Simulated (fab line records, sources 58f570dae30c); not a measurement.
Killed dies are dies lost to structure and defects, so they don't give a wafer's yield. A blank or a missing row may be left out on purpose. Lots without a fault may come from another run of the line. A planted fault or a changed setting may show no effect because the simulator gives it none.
fab line records | flow berkeley_cmos170
record lots=7 wafers=21 last_day=8
route steps=331 shown PLDD@154 NLDD@158 SPACER@171 PSD@175 NSD@187
lots that met no fault: from a run of the same line without faults
start_h: hours from the record's first day to the start of the lot's first wafer shown | wait_h: hours since the lot's step before | " the same as in the row above | L1.1+2: a row that stands for several wafers | - no value, or no start given | * or withheld: withheld | < > ~ a bound
route shown NAME@n: a module of which the file shows steps, and the number in the route of the first | usual: mean/standard deviation of fault-free wafers | same: alike in all rows | chamber/n: place in a boat | sites: the reading at each site | _std_site: their standard deviation | _edge_site: outer sites' mean less inner sites' | radius_mm: how far each site lies from the wafer's centre | mask NAME#n: copy n | behind: the tool/chamber that last shaped the wafer | hold: why the lot was held/for how many hours/how that ended | device: the transistor (n, p or np) that didn't switch | end of line: the same wafers' tests at the end of the route | a step without rows: its recipe alone | killed: dies lost to structure and defects at the first sort, not the wafer's yield | map: a wafer's dies, x killed, . not, _ none there
set.NAME: the setting as run; set.NAME@STEP: as run at that earlier step | model.NAME: the simulator's own value behind a step, which no gauge read
lots at some steps of the route; a table a step, a row a wafer
services: from which hour (start_h, from the record's first day; less than 0 if before it) a tool's chamber was out of use, for how many hours, and why
## steps
# step UCB170_PLDD_IMPLANT_09
# recipe species=BF2 dose_cm2=5e+13 energy_kev=10 tilt_deg=7 rotation_deg=180
# step UCB170_PLDD_STRIP_10
# recipe chemistry=O2 power_w=400 pressure_mtorr=3500 platen_temp_c=withheld o2_flow_sccm=400 overash_fraction=0.5
# usual drypump_motor_current_A=6.1/0.36 oes_product_au=0.734/0.0041 strip_time_to_endpoint_s=21.62/0.065
# columns lot.wafer tool chamber start_h wait_h drypump_motor_current_A oes_product_au rf_hours_counter_h strip_time_to_endpoint_s
L863.3 plasma_asher-02 1 143.41 0.1 5.5 0.735 - 21.76
L863.4 " 0 " " 6.4 0.738 - 21.73
L863.5 " 1 " " 5.5 0.729 - 21.80
L867.1 plasma_asher-01 1 155.13 0.1 5.9 0.739 47 21.61
L867.5 " 0 " " 6.2 0.734 - 21.56
L867.6 " 1 " " 5.9 0.738 - 21.52
L866.2 plasma_asher-02 0 155.37 0.1 6.4 0.733 4 21.65
L866.3 " 0 " " 6.4 0.733 - 21.66
L866.4 " 1 " " 5.5 0.729 - 21.65
L864.1 plasma_asher-01 0 155.62 0.1 6.2 0.733 47 21.66
L864.3 " 0 " " 6.2 0.735 - 21.61
L864.5 " 0 " " 6.2 0.734 - 21.66
L870.2 plasma_asher-04 1 162.91 0.1 6.6 0.732 37 21.60
L870.3 " 0 " " 6.1 0.726 - 21.55
L870.4 " 1 " " 6.6 0.733 - 21.66
L868.2 plasma_asher-02 1 163.22 0.1 5.5 0.735 5 21.55
L868.3 " 0 " " 6.4 0.733 - 21.48
L868.6 " 0 " " 6.3 0.732 - 21.55
L869.1 plasma_asher-01 1 163.39 0.1 6.0 0.734 48 21.63
L869.5 " 0 " " 6.1 0.736 - 21.63
L869.6 " 1 " " 6.0 0.735 - 21.64
# step UCB170_PLDD_TW_MEAS_11
# usual PLDD_TW=1019/8.9
# columns lot.wafer tool chamber start_h wait_h PLDD_TW
L863.3 film_metro-01 - 143.50 0.1 1008
L863.4 " - " " 1006
L863.5 " - " " 1005
L867.1 film_metro-01 - 155.23 0.1 1010
L867.5 " - " " 1010
L867.6 " - " " 1009
L866.2 film_metro-02 - 155.48 0.1 1031
L866.3 " - " " 1033
L866.4 " - " " 1035
L864.1 film_metro-04 - 155.72 0.1 1026
L864.3 " - " " 1020
L864.5 " - " " 1017
L870.2 film_metro-04 - 163.02 0.1 1022
L870.3 " - " " 1020
L870.4 " - " " 1021
L868.2 film_metro-01 - 163.33 0.1 1009
L868.3 " - " " 1002
L868.6 " - " " 1003
L869.1 film_metro-02 - 163.49 0.1 1037
L869.5 " - " " 1032
L869.6 " - " " 1031
# step UCB170_PLDD_CLEAN_12
# recipe chemistry=SPM temp_c=120 time_s=600
# step UCB170_NLDD_HMDS_00
# recipe prime_time_s=60 prime_temp_c=100
# step UCB170_NLDD_COAT_01
# recipe resist=KrF spin_rpm=1500 resist_thk_nm=900
# step UCB170_NLDD_SOFTBAKE_02
# recipe resist=KrF temp_c=130 time_s=60
# step UCB170_NLDD_EXPOSE_03
# recipe mask_id=NSELECT na=0.5 sigma_outer=0.6 source_shape=conventional target_cd_nm=1200 dose_mj=30
# step UCB170_NLDD_PEB_04
# recipe peb_temp_c=130 peb_time_s=withheld resist=KrF
# step UCB170_NLDD_DEVELOP_05
# recipe developer=TMAH develop_time_s=45 resist=KrF dev_temp_c=21
# step UCB170_NLDD_CD_MEAS_06
# recipe target_cd_nm=1200
# usual cd_nm=1199.9/1.5
# columns lot.wafer tool chamber start_h wait_h cd_nm
L863.3 cd_sem-01 - 145.16 - 1199.6
L863.4 " - " " 1198.4
L863.5 " - " " 1200.2
L867.1 cd_sem-02 - 157.68 - 1202.4
L867.5 " - " " 1203.2
L867.6 " - " " 1203.0
L866.2 cd_sem-02 - 157.82 - 1200.7
L866.3 " - " " 1201.0
L866.4 " - " " 1199.9
L864.1 cd_sem-02 - 158.29 - 1200.2
L864.3 " - " " 1201.0
L864.5 " - " " 1200.1
L870.2 cd_sem-02 - 164.58 - 1198.0
L870.3 " - " " 1198.4
L870.4 " - " " 1199.3
L868.2 cd_sem-01 - 164.82 - 1199.9
L868.3 " - " " 1200.4
L868.6 " - " " 1199.9
L869.1 cd_sem-02 - 165.04 - 1199.1
L869.5 " - " " 1200.5
L869.6 " - " " 1199.9
# step UCB170_NLDD_OVL_MEAS_07
# usual NLDD_OVL=1/5.5
# columns lot.wafer tool chamber start_h wait_h NLDD_OVL[nm]
L863.3 overlay-01 - 145.25 0.1 0
L863.4 " - " " -1
L863.5 " - " " -3
L867.1 overlay-02 - 157.80 0.1 2
L867.5 " - " " 5
L867.6 " - " " 5
L866.2 overlay-02 - 157.93 0.1 2
L866.3 " - " " 2
L866.4 " - " " -5
L864.1 overlay-01 - 158.41 0.1 1
L864.3 " - " " -6
L864.5 " - " " 0
L870.2 overlay-02 - 164.69 0.1 0
L870.3 " - " " 12
L870.4 " - " " 7
L868.2 overlay-01 - 164.93 0.1 11
L868.3 " - " " 10
L868.6 " - " " 8
L869.1 overlay-02 - 165.16 0.1 -13
L869.5 " - " " -5
L869.6 " - " " -13
# step UCB170_NLDD_IMPLANT_08
# recipe species=As dose_cm2=5e+13 energy_kev=30 tilt_deg=7 rotation_deg=0
# usual dose_ions_cm2=5e+13/5e+10 implant_ion_amu=75/0
# columns lot.wafer tool chamber start_h wait_h dose_ions_cm2 implant_ion_amu model.implant.drp_nm model.implant.rp_nm
L863.3 implanter-01 0 145.32 0.1 4.992e+13 75 9.611 20.9
L863.4 " 0 " " 4.998e+13 75 9.611 20.9
L863.5 " 0 " " 4.995e+13 75 9.611 20.9
L867.1 implanter-04 0 157.84 0.0 4.998e+13 75 9.611 21.51
L867.5 " 0 " " 5.002e+13 75 9.611 21.51
L867.6 " 0 " " 5.012e+13 75 9.611 21.51
L866.2 implanter-02 0 157.99 0.0 4.998e+13 75 9.611 21.45
L866.3 " 0 " " 4.99e+13 75 9.611 21.45
L866.4 " 0 " " 4.988e+13 75 9.611 21.45
L864.1 implanter-04 0 158.44 0.0 5.001e+13 75 9.611 20.67
L864.3 " 0 " " 4.997e+13 75 9.611 20.67
L864.5 " 0 " " 4.993e+13 75 9.611 20.67
L870.2 implanter-04 0 164.74 0.0 4.991e+13 49 12.97 24.15
L870.3 " 0 " " 4.993e+13 49 12.97 24.15
L870.4 " 0 " " 5.008e+13 49 12.97 24.15
L868.2 implanter-01 0 164.98 0.0 4.989e+13 49 12.97 24.79
L868.3 " 0 " " 5.004e+13 49 12.97 24.79
L868.6 " 0 " " 4.998e+13 49 12.97 24.79
L869.1 implanter-02 0 165.20 0.0 5.002e+13 49 12.97 24.07
L869.5 " 0 " " 5.002e+13 49 12.97 24.07
L869.6 " 0 " " 5.001e+13 49 12.97 24.07
# step UCB170_NLDD_IMPLANT_09
# recipe species=As dose_cm2=5e+13 energy_kev=30 tilt_deg=7 rotation_deg=180
# step UCB170_NLDD_STRIP_10
# recipe chemistry=O2 power_w=400 pressure_mtorr=3500 platen_temp_c=withheld o2_flow_sccm=400 overash_fraction=0.5
# usual drypump_motor_current_A=5.7/0.45 oes_product_au=0.735/0.0045 strip_time_to_endpoint_s=21.63/0.048
# columns lot.wafer tool chamber start_h wait_h drypump_motor_current_A oes_product_au rf_hours_counter_h strip_time_to_endpoint_s
L863.3 plasma_asher-03 0 145.60 0.1 5.1 0.735 - 21.64
L863.4 " 1 " " 5.4 0.736 - 21.69
L863.5 " 1 " " 5.4 0.742 - 21.58
L867.1 plasma_asher-02 0 158.14 0.1 6.4 0.736 5 21.62
L867.5 " 0 " " 6.4 0.725 - 21.54
L867.6 " 1 " " 5.5 0.746 - 21.60
L866.2 plasma_asher-03 0 158.26 0.1 5.1 0.733 44 21.71
L866.3 " 0 " " 5.1 0.732 - 21.63
L866.4 " 1 " " 5.4 0.728 - 21.66
L864.1 plasma_asher-02 0 158.74 0.1 6.4 0.737 5 21.60
L864.3 " 0 " " 6.3 0.738 - 21.65
L864.5 " 1 " " 5.5 0.732 - 21.63
L870.2 plasma_asher-01 0 165.02 0.1 6.1 0.734 48 21.70
L870.3 " 0 " " 6.2 0.731 - 21.64
L870.4 " 1 " " 5.9 0.733 - 21.67
L868.2 plasma_asher-02 1 165.26 0.1 5.5 0.731 6 21.65
L868.3 " 0 " " 6.4 0.738 - 21.70
L868.6 " 0 " " 6.4 0.740 - 21.61
L869.1 plasma_asher-01 0 165.50 0.1 6.2 0.730 48 21.67
L869.5 " 1 " " 5.9 0.733 - 21.68
L869.6 " 0 " " 6.2 0.736 - 21.73
# step UCB170_NLDD_TW_MEAS_11
# usual NLDD_TW=2232/20
# columns lot.wafer tool chamber start_h wait_h NLDD_TW
L863.3 film_metro-04 - 145.69 0.1 2248
L863.4 " - " " 2235
L863.5 " - " " 2244
L867.1 film_metro-04 - 158.24 0.1 2246
L867.5 " - " " 2255
L867.6 " - " " 2236
L866.2 film_metro-01 - 158.37 0.1 2210
L866.3 " - " " 2218
L866.4 " - " " 2209
L864.1 film_metro-02 - 158.84 0.1 2273
L864.3 " - " " 2261
L864.5 " - " " 2243
L870.2 film_metro-04 - 165.13 0.1 1955
L870.3 " - " " 1953
L870.4 " - " " 1953
L868.2 film_metro-01 - 165.37 0.1 1922
L868.3 " - " " 1915
L868.6 " - " " 1914
L869.1 film_metro-04 - 165.60 0.1 1939
L869.5 " - " " 1945
L869.6 " - " " 1955
# step UCB170_NLDD_CLEAN_12
# recipe chemistry=SPM temp_c=120 time_s=600
# step UCB170_SPACER_CVD_00
# recipe material=SiO2 target_thk_nm=376 temp_c=390 precursor=TEOS/O2 time_s=47 rf_w=550 pressure_mtorr=9000
# usual heater_power_w=245/48 rf_fwd_power_W=543.2/2 susceptor_temp_C=390.03/0.22
# columns lot.wafer tool chamber start_h wait_h heater_power_w rf_fwd_power_W susceptor_temp_C
L863.3 pecvd-04 1 148.59 0.0 249 542.6 390.00
L863.4 " 1 " " 263 541.8 390.13
L863.5 " 0 " " 203 542.8 390.33
L867.1 pecvd-02 2 158.48 0.0 214 543.0 390.47
L867.5 " 1 " " 227 541.2 389.92
L867.6 " 0 " " 194 541.1 390.41
L866.2 pecvd-04 1 158.63 0.0 201 542.2 390.30
L866.3 " 0 " " 225 544.7 389.89
L866.4 " 1 " " 214 543.9 390.20
L864.1 pecvd-03 1 159.11 0.0 234 542.3 390.01
L864.3 " 0 " " 170 542.5 390.27
L864.5 " 0 " " 181 543.5 389.97
L870.2 pecvd-02 2 165.35 0.0 287 543.2 389.88
L870.3 " 0 " " 256 541.9 390.23
L870.4 " 2 " " 292 544.1 389.69
L868.2 pecvd-04 1 165.59 0.0 209 542.8 390.28
L868.3 " 0 " " 264 544.5 390.14
L868.6 " 2 " " 259 548.9 390.43
L869.1 pecvd-03 1 165.83 0.0 220 541.9 389.93
L869.5 " 0 " " 205 541.4 390.27
L869.6 " 1 " " 231 544.3 390.26
# step UCB170_SPACER_THK_MEAS_01
# recipe reads=SiO2_of_SPACER_CVD_00
# usual SPACER_TEOS_THK=375/4.8
# columns lot.wafer tool chamber start_h wait_h SPACER_TEOS_THK[nm]
L863.3 film_metro-01 - 148.66 0.0 372
L863.4 " - " " 381
L863.5 " - " " 381
L867.1 film_metro-02 - 158.52 0.0 376
L867.5 " - " " 383
L867.6 " - " " 384
L866.2 film_metro-01 - 158.68 0.0 375
L866.3 " - " " 371
L866.4 " - " " 379
L864.1 film_metro-03 - 159.15 0.0 376
L864.3 " - " " 378
L864.5 " - " " 379
L870.2 film_metro-03 - 165.40 0.0 373
L870.3 " - " " 370
L870.4 " - " " 380
L868.2 film_metro-01 - 165.65 0.0 378
L868.3 " - " " 382
L868.6 " - " " 385
L869.1 film_metro-01 - 165.88 0.0 374
L869.5 " - " " 377
L869.6 " - " " 377
# step UCB170_SPACER_ANNEAL_02
# recipe temp_c=900 time_s=1800 ambient=N2
# step UCB170_SPACER_ETCHBACK_03
# recipe stop_on=Si target=SiO2 chemistry=CHF3/CF4/Ar CHF3_flow_sccm=50 cf4_flow_sccm=10 Ar_flow_sccm=120 pressure_mtorr=200 rf_w=500 target_depth_a=3760 time_s=100
# usual drypump_motor_current_A=5.8/0.48 oes_product_au=0.902/0.017 rf_fwd_power_W=497.1/1.5 throttle_valve_pct=6.45/0.12
# columns lot.wafer tool chamber start_h wait_h drypump_motor_current_A oes_product_au rf_fwd_power_W rf_hours_counter_h throttle_valve_pct
L863.3 rie_diel-03 0 150.31 0.0 6.6 0.894 497.8 123 6.25
L863.4 " 3 " " 5.8 0.923 497.5 40 6.31
L863.5 " 0 " " 6.6 0.915 498.4 - 6.25
L867.1 rie_diel-01 0 160.22 0.0 6.1 0.896 495.7 49 6.37
L867.5 " 0 " " 6.1 0.904 495.9 - 6.37
L867.6 " 1 " " 5.6 0.909 496.6 - 6.53
L864.1 rie_diel-03 3 162.66 0.0 5.7 0.919 497.3 41 6.31
L864.3 " 0 " " 6.6 0.906 498.1 124 6.26
L864.5 " 3 " " 5.7 0.923 494.3 - 6.32
L866.2 rie_diel-01 0 162.66 0.0 6.1 0.895 497.0 49 6.38
L866.3 " 3 " " 5.4 0.922 496.6 53 6.40
L866.4 " 3 " " 5.4 0.934 496.6 - 6.42
L868.2 rie_diel-04 3 168.49 0.0 6.2 0.892 498.8 17 6.45
L868.3 " 1 " " 5.8 0.937 498.8 34 6.61
L868.6 " 1 " " 5.8 0.946 498.9 - 6.61
L870.2 rie_diel-03 0 168.49 0.0 6.6 0.892 499.4 124 6.24
L870.3 " 2 " " 6.4 0.878 497.4 111 6.39
L870.4 " 3 " " 5.7 0.921 496.0 42 6.33
L869.1 rie_diel-01 3 168.52 0.0 5.4 0.925 495.4 54 6.41
L869.5 " 0 " " 6.1 0.898 497.8 - 6.38
L869.6 " 1 " " 5.6 0.895 494.3 - 6.55
# step UCB170_PSD_HMDS_00
# recipe prime_time_s=60 prime_temp_c=100
# step UCB170_PSD_COAT_01
# recipe resist=KrF spin_rpm=1500 resist_thk_nm=900
# step UCB170_PSD_SOFTBAKE_02
# recipe resist=KrF temp_c=130 time_s=60
# step UCB170_PSD_EXPOSE_03
# recipe mask_id=PSELECT_MOD na=0.5 sigma_outer=0.6 source_shape=conventional target_cd_nm=1200 dose_mj=30
# step UCB170_PSD_PEB_04
# recipe peb_temp_c=130 peb_time_s=withheld resist=KrF
# step UCB170_PSD_DEVELOP_05
# recipe developer=TMAH develop_time_s=45 resist=KrF dev_temp_c=21
# step UCB170_PSD_CD_MEAS_06
# recipe target_cd_nm=1200
# usual cd_nm=1199.7/1.4
# columns lot.wafer tool chamber start_h wait_h cd_nm
L863.3 cd_sem-01 - 152.76 - 1201.9
L863.4 " - " " 1202.5
L863.5 " - " " 1201.9
L867.1 cd_sem-01 - 161.89 - 1200.1
L867.5 " - " " 1201.6
L867.6 " - " " 1200.8
L864.1 cd_sem-01 - 164.04 - 1200.3
L864.3 " - " " 1198.6
L864.5 " - " " 1199.9
L866.2 cd_sem-01 - 164.33 - 1199.9
L866.3 " - " " 1200.0
L866.4 " - " " 1200.3
L870.2 cd_sem-02 - 169.73 - 1199.6
L870.3 " - " " 1200.4
L870.4 " - " " 1201.2
L868.2 cd_sem-02 - 169.97 - 1201.0
L868.3 " - " " 1200.8
L868.6 " - " " 1200.5
L869.1 cd_sem-02 - 170.19 - 1199.5
L869.5 " - " " 1199.2
L869.6 " - " " 1197.9
# step UCB170_PSD_OVL_MEAS_07
# usual PSD_OVL=1/5.1
# columns lot.wafer tool chamber start_h wait_h PSD_OVL[nm]
L863.3 overlay-01 - 152.85 0.1 0
L863.4 " - " " -4
L863.5 " - " " 3
L867.1 overlay-01 - 162.01 0.1 11
L867.5 " - " " 9
L867.6 " - " " 11
L864.1 overlay-02 - 164.16 0.1 6
L864.3 " - " " 3
L864.5 " - " " 5
L866.2 overlay-02 - 164.44 0.1 -7
L866.3 " - " " -9
L866.4 " - " " -6
L870.2 overlay-01 - 169.84 0.1 11
L870.3 " - " " -2
L870.4 " - " " -5
L868.2 overlay-02 - 170.08 0.1 -1
L868.3 " - " " -7
L868.6 " - " " 0
L869.1 overlay-01 - 170.31 0.1 5
L869.5 " - " " 6
L869.6 " - " " 8
# step UCB170_PSD_IMPLANT_08
# recipe species=B dose_cm2=3e+15 energy_kev=20 tilt_deg=7
# step UCB170_PSD_STRIP_09
# recipe chemistry=O2 power_w=400 pressure_mtorr=3500 platen_temp_c=withheld o2_flow_sccm=400 overash_fraction=0.5
# usual drypump_motor_current_A=6.0/0.53 oes_product_au=0.601/0.0043 strip_time_to_endpoint_s=29.42/0.069
# columns lot.wafer tool chamber start_h wait_h drypump_motor_current_A oes_product_au rf_hours_counter_h strip_time_to_endpoint_s
L863.3 plasma_asher-03 1 153.06 0.1 5.4 0.597 - 29.37
L863.4 " 0 " " 5.1 0.598 - 29.34
L863.5 " 0 " " 5.1 0.598 - 29.41
L867.1 plasma_asher-02 0 162.20 0.1 6.4 0.598 5 29.39
L867.5 " 0 " " 6.4 0.601 - 29.49
L867.6 " 1 " " 5.5 0.603 - 29.42
L864.1 plasma_asher-04 1 164.34 0.1 6.6 0.600 38 29.36
L864.3 " 1 " " 6.6 0.604 - 29.37
L864.5 " 0 " " 6.1 0.606 - 29.42
L866.2 plasma_asher-02 1 164.62 0.1 5.5 0.596 6 29.47
L866.3 " 0 " " 6.4 0.596 - 29.45
L866.4 " 1 " " 5.4 0.603 - 29.50
L870.2 plasma_asher-03 0 170.02 0.1 5.1 0.596 45 29.39
L870.3 " 0 " " 5.1 0.605 - 29.44
L870.4 " 1 " " 5.4 0.598 - 29.43
L868.2 plasma_asher-04 0 170.26 0.1 6.1 0.604 38 29.45
L868.3 " 1 " " 6.6 0.602 - 29.42
L868.6 " 0 " " 6.1 0.600 - 29.44
L869.1 plasma_asher-02 0 170.50 0.1 6.4 0.597 6 29.55
L869.5 " 0 " " 6.4 0.600 - 29.54
L869.6 " 1 " " 5.5 0.602 - 29.49
# step UCB170_PSD_TW_MEAS_10
# usual PSD_TW=2351/20
# columns lot.wafer tool chamber start_h wait_h PSD_TW
L863.3 film_metro-01 - 153.14 0.1 2312
L863.4 " - " " 2316
L863.5 " - " " 2323
L867.1 film_metro-04 - 162.30 0.1 2356
L867.5 " - " " 2356
L867.6 " - " " 2355
L864.1 film_metro-02 - 164.44 0.1 2372
L864.3 " - " " 2378
L864.5 " - " " 2381
L866.2 film_metro-01 - 164.73 0.1 2322
L866.3 " - " " 2325
L866.4 " - " " 2322
L870.2 film_metro-04 - 170.13 0.1 2351
L870.3 " - " " 2362
L870.4 " - " " 2364
L868.2 film_metro-04 - 170.37 0.1 2358
L868.3 " - " " 2359
L868.6 " - " " 2365
L869.1 film_metro-04 - 170.60 0.1 2363
L869.5 " - " " 2360
L869.6 " - " " 2359
# step UCB170_PSD_CLEAN_11
# recipe chemistry=SPM temp_c=120 time_s=600
# step UCB170_NSD_HMDS_00
# recipe prime_time_s=60 prime_temp_c=100
# step UCB170_NSD_COAT_01
# recipe resist=KrF spin_rpm=1500 resist_thk_nm=900
# step UCB170_NSD_SOFTBAKE_02
# recipe resist=KrF temp_c=130 time_s=60
# step UCB170_NSD_EXPOSE_03
# recipe mask_id=NSELECT_MOD na=0.5 sigma_outer=0.6 source_shape=conventional target_cd_nm=1200 dose_mj=30
# step UCB170_NSD_PEB_04
# recipe peb_temp_c=130 peb_time_s=withheld resist=KrF
# step UCB170_NSD_DEVELOP_05
# recipe developer=TMAH develop_time_s=45 resist=KrF dev_temp_c=21
# step UCB170_NSD_CD_MEAS_06
# recipe target_cd_nm=1200
# usual cd_nm=1199.8/1.7
# columns lot.wafer tool chamber start_h wait_h cd_nm
L863.3 cd_sem-01 - 157.72 - 1200.7
L863.4 " - " " 1200.6
L863.5 " - " " 1199.2
L867.1 cd_sem-01 - 164.43 - 1201.5
L867.5 " - " " 1201.7
L867.6 " - " " 1200.1
L864.1 cd_sem-02 - 165.77 - 1199.5
L864.3 " - " " 1198.9
L864.5 " - " " 1199.8
L866.2 cd_sem-02 - 166.13 - 1199.3
L866.3 " - " " 1198.4
L866.4 " - " " 1199.0
L870.2 cd_sem-02 - 172.05 - 1199.9
L870.3 " - " " 1201.3
L870.4 " - " " 1199.5
L869.1 cd_sem-02 - 172.15 - 1196.5
L869.5 " - " " 1195.9
L869.6 " - " " 1196.4
L868.2 cd_sem-01 - 172.32 - 1201.9
L868.3 " - " " 1200.6
L868.6 " - " " 1199.8
# step UCB170_NSD_OVL_MEAS_07
# usual NSD_OVL=1/5.5
# columns lot.wafer tool chamber start_h wait_h NSD_OVL[nm]
L863.3 overlay-01 - 157.82 0.1 7
L863.4 " - " " 6
L863.5 " - " " 10
L867.1 overlay-01 - 164.55 0.1 4
L867.5 " - " " 2
L867.6 " - " " 10
L864.1 overlay-02 - 165.89 0.1 3
L864.3 " - " " 2
L864.5 " - " " 0
L866.2 overlay-01 - 166.23 0.1 0
L866.3 " - " " 9
L866.4 " - " " -5
L870.2 overlay-01 - 172.16 0.1 -3
L870.3 " - " " 1
L870.4 " - " " -3
L869.1 overlay-01 - 172.27 0.1 2
L869.5 " - " " -1
L869.6 " - " " 10
L868.2 overlay-02 - 172.43 0.1 -10
L868.3 " - " " -4
L868.6 " - " " -2
# step UCB170_NSD_IMPLANT_08
# recipe species=P dose_cm2=3e+15 energy_kev=40 tilt_deg=7
# step UCB170_SDANNEAL_RS_MEAS_05
# recipe thk_meas_gauge=four-point-probe
# usual NLDD_RS=617.2/1.7
# columns lot.wafer tool chamber start_h wait_h NLDD_RS[ohm/sq]
L863.3 film_metro-02 - 159.84 0.1 616.0
L863.4 " - " " 616.9
L863.5 " - " " 616.7
L867.1 film_metro-02 - 166.47 0.1 614.1
L867.5 " - " " 615.2
L867.6 " - " " 613.8
L864.1 film_metro-04 - 167.62 0.1 617.1
L864.3 " - " " 616.5
L864.5 " - " " 617.7
L866.2 film_metro-02 - 167.98 0.1 617.2
L866.3 " - " " 617.4
L866.4 " - " " 618.2
L870.2 film_metro-02 - 174.16 0.1 -
L870.3 " - " " -
L870.4 " - " " -
L869.1 film_metro-01 - 174.59 0.1 -
L869.5 " - " " -
L869.6 " - " " -
L868.2 film_metro-04 - 174.63 0.1 -
L868.3 " - " " -
L868.6 " - " " -
## services
# columns tool chamber start_h hours kind
plasma_asher-02 - 126.81 1.4 repair
pecvd-02 2 132.02 13.6 repair
pecvd-03 0 133.38 4.4 repair
rie_diel-01 - 147.94 4.0 pm
implanter-01 - 148.24 7.2 pm
pecvd-04 0 151.83 5.0 repair
rie_diel-01 2 160.63 11.7 repair
plasma_asher-03 - 165.06 2.8 pm
## key
first_sign step=UCB170_NLDD_IMPLANT_08 reading=implant_ion_amu direction=down sigmas=99+ usual=75 struck=49
effect step=UCB170_NLDD_TW_MEAS_11 reading=NLDD_TW direction=down sigmas=15 usual=2232 struck=1939
effect step=UCB170_SDANNEAL_RS_MEAS_05 reading=NLDD_RS direction=missing
model_effect step=UCB170_NLDD_IMPLANT_08 value=implant.drp_nm without=9.611 struck=12.97
met_at UCB170_NLDD_IMPLANT_08
struck_wafers L868.2,L868.3,L868.6,L869.1,L869.5,L869.6,L870.2,L870.3,L870.4
sort_left_out L868.2,L868.3,L868.6,L869.1,L869.5,L869.6,L870.2,L870.3,L870.4
tester_left_out L868,L869,L870
fault kind=wrong_recipe_download tool=implanter-01,implanter-02,implanter-04 chamber=- onset_h=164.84 steps=UCB170_NLDD_IMPLANT_08 wrong_recipe.not_listed=1
# tester_left_out: of these lots the tester's yield and bins aren't shown, on N5 and GAA mostly nor the transistor test; their killed dies are dies lost to structure and defects alone, not to doping, threshold or leakage, so they don't give the yield
# sort_left_out: the simulated sort isn't trusted on such a fault, so these wafers' sort isn't shown, and their yield isn't known
